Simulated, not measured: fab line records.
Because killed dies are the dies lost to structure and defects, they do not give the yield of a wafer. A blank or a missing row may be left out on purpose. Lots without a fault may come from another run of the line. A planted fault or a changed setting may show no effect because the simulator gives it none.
Tool commonality check | flow rit cmos | Lots sampled 15, wafers sampled 45

## WHAT PROMPTED THE OPENING
Of 15 lots, 3 have the reading NRETRO_TW flagged at RIT_NRETRO_TW_MEAS_10. Wafers without a fault read 1049, standard deviation 8.5.
Rule: a lot gets a flag if all its wafers with a number sit over 4 standard deviations from that mean, or if no wafer of it has a number. All remaining lots are regarded as sound.

lot  | measured    | on            | NRETRO_TW, wafer by wafer | flag
L786 | day 2 11:14 | film metro-02 | 1039 1044 1051            |
L787 | day 2 15:53 | film metro-02 | 1042 1051 1047            |
L788 | day 2 21:07 | film metro-01 | 1064 1066 1061            |
L789 | day 3 02:21 | film metro-04 | 1050 1043 1041            |
L790 | day 3 07:24 | film metro-02 | 1049 1041 1046            |
L791 | day 3 12:28 | film metro-02 | 1042 1046 1045            |
L794 | day 4 04:25 | film metro-02 | 1118 1121 1117            | FLAGGED
L795 | day 4 07:29 | film metro-04 | 1042 1045 1046            |
L796 | day 4 13:51 | film metro-02 | 1113 1120 1120            | FLAGGED
L797 | day 4 17:32 | film metro-04 | 1122 1115 1124            | FLAGGED
L798 | day 4 23:58 | film metro-04 | 1044 1039 1036            |
L800 | day 5 08:51 | film metro-02 | 1049 1046 1048            |
L802 | day 5 19:26 | film metro-01 | 1066 1063 1069            |
L806 | day 6 20:05 | film metro-02 | 1052 1054 1054            |
L808 | day 7 03:35 | film metro-02 | 1058 1052 1053            |
Average over the flagged lots: 1119; offset from the usual +70, equal to +8 standard deviations.

## WHICH TOOL EACH LOT WENT THROUGH
The record holds 1 process step before the reading, out of a route of 202 steps. Each cell gives the tool, then ch followed by the chambers the sampled wafers passed through, then the start.
lot  | flag    | RIT_NRETRO_IMPLANT_08
L786 |         | implanter-01 ch 0, day 2 10:56
L787 |         | implanter-02 ch 0, day 2 15:34
L788 |         | implanter-02 ch 0, day 2 20:48
L789 |         | implanter-01 ch 0, day 3 02:04
L790 |         | implanter-02 ch 0, day 3 07:05
L791 |         | implanter-02 ch 0, day 3 12:11
L794 | FLAGGED | implanter-02 ch 0, day 4 04:06
L795 |         | implanter-04 ch 0, day 4 07:11
L796 | FLAGGED | implanter-02 ch 0, day 4 13:32
L797 | FLAGGED | implanter-02 ch 0, day 4 17:13
L798 |         | implanter-01 ch 0, day 4 23:38
L800 |         | implanter-04 ch 0, day 5 08:32
L802 |         | implanter-01 ch 0, day 5 19:07
L806 |         | implanter-04 ch 0, day 6 19:46
L808 |         | implanter-01 ch 0, day 7 03:16
What the steps here do:
- RIT_NRETRO_IMPLANT_08
- RIT_NRETRO_TW_MEAS_10

## FLAGGED AGAINST TOTAL, ONE TOOL AT A TIME (gauges that did the reading follow at the end)
step                  | tool          | lots run | flagged | share of the flagged lots | sound lots run after its first flagged lot
RIT_NRETRO_IMPLANT_08 | implanter-01  | 5        | 0       | none                      | -
RIT_NRETRO_IMPLANT_08 | implanter-02  | 7        | 3       | all                       | 0
RIT_NRETRO_IMPLANT_08 | implanter-04  | 3        | 0       | none                      | -
RIT_NRETRO_TW_MEAS_10 | film metro-01 | 2        | 0       | none                      | -
RIT_NRETRO_TW_MEAS_10 | film metro-02 | 9        | 2       | some                      | 3 (L800,L806,L808)
RIT_NRETRO_TW_MEAS_10 | film metro-04 | 4        | 1       | some                      | 1 (L798)

## THE TABLE: WHAT IT ALLOWS
Rows of the table that ran each flagged lot: 1, that is implanter-02 at RIT_NRETRO_IMPLANT_08.
- implanter-02 at RIT_NRETRO_IMPLANT_08 ran 7 lots, 3 of them flagged. A fault beginning between L791 (day 3 12:11), its last sound lot, and L794 (day 4 04:06), its first flagged one, fits the data. Its own readings (beam energy keV) fall more than 4 standard deviations out on all wafers of the flagged lots.
implanter-02 at RIT_NRETRO_IMPLANT_08 is the single tool remaining.

## WHAT WAS PUT IN BY THE SIMULATOR
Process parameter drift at RIT_NRETRO_IMPLANT_08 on implanter-02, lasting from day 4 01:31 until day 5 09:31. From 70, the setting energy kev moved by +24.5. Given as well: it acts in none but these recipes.
Shown lots that were struck: L794, L796, L797. Same finding as the rule above.
